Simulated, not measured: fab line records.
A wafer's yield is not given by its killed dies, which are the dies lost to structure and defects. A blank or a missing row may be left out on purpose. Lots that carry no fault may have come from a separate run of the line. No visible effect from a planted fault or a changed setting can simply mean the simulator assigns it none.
Struck lot and sound lot, side by side | flow berkeley cmos170 | 14 steps out of a route of 331
Sound: the wafers L530.2, L530.5, L530.6. Struck: wafers L542.3, L542.5, L542.6. The cause is given at the end.
Each step with rows lists, per side, the tool, then ch with its chambers, then its first start. Under that, the readings that differ: sound wafers | struck wafers | difference of the means | sigmas: that difference in standard deviations of wafers without a fault.
alike: words and numbers the same on both sides, and readings whose means are apart by under 2 such deviations; not compared: readings that were withheld, readings missing a value for some wafer, numbers with overlapping values and no deviation given by the record, and bounds like >300 which may hide the same value.
A row with sigmas, a row that says differs or no value, or rows on one side alone: a step with any of these is where the two part. Non-overlapping numbers with no deviation appear without sigmas and do not part them. A reading that every wafer of one side lacks parts them only if that side has two wafers or more.

first, 2 steps without rows for these wafers: UCB170_PSD_PEB_04; UCB170_PSD_DEVELOP_05 (develop time 45 s).
UCB170_PSD_CD_MEAS_06: target cd 1200 nm.
  sound on cd sem-01, day 7 07:32; struck on cd sem-02, day 9 11:59
  alike: cd nm
UCB170_PSD_OVL_MEAS_07:
  sound on overlay-01, day 7 07:38; struck on overlay-01, day 9 12:05
  alike: PSD_OVL
then, 1 step without rows for these wafers: UCB170_PSD_IMPLANT_08.
UCB170_PSD_STRIP_09: strips in O2.
  sound on plasma asher-04 ch 0,1, day 7 07:49; struck on plasma asher-04 ch 0,1, day 9 12:17
  reading                      | sound             | struck            | difference | sigmas
  strip time to endpoint s (s) | 29.50 29.54 29.46 | 29.71 29.74 29.70 | +0.22      | +3
  alike: drypump motor current A, oes product au
  not compared: rf hours counter h
UCB170_PSD_TW_MEAS_10:
  sound on film metro-01, day 7 07:56; struck on film metro-04, day 9 12:23
  alike: PSD_TW
then, 5 steps without rows for these wafers: UCB170_PSD_CLEAN_11 (cleans in SPM, time 600 s); UCB170_NSD_HMDS_00 (prime time 60 s); UCB170_NSD_COAT_01 (resist thk 900 nm); UCB170_NSD_SOFTBAKE_02 (time 60 s); UCB170_NSD_EXPOSE_03 (exposes mask NSELECT MOD, target cd 1200 nm).
UCB170_NSD_PEB_04:
  struck on litho track-04, day 9 14:50; sound on litho track-02 ch 0, day 7 09:03
  no value came back on the struck wafers for chill plate temp C (C), exhaust pa (Pa); on the sound wafers chill plate temp C (C) reads 22.89 23.05 23.19
then, 1 step without rows for these wafers: UCB170_NSD_DEVELOP_05 (develop time 45 s).

## WHERE THEY PART
Last at UCB170_NSD_PEB_04 as far as this record goes, first at UCB170_PSD_STRIP_09.

WHY: whatever the simulator had introduced
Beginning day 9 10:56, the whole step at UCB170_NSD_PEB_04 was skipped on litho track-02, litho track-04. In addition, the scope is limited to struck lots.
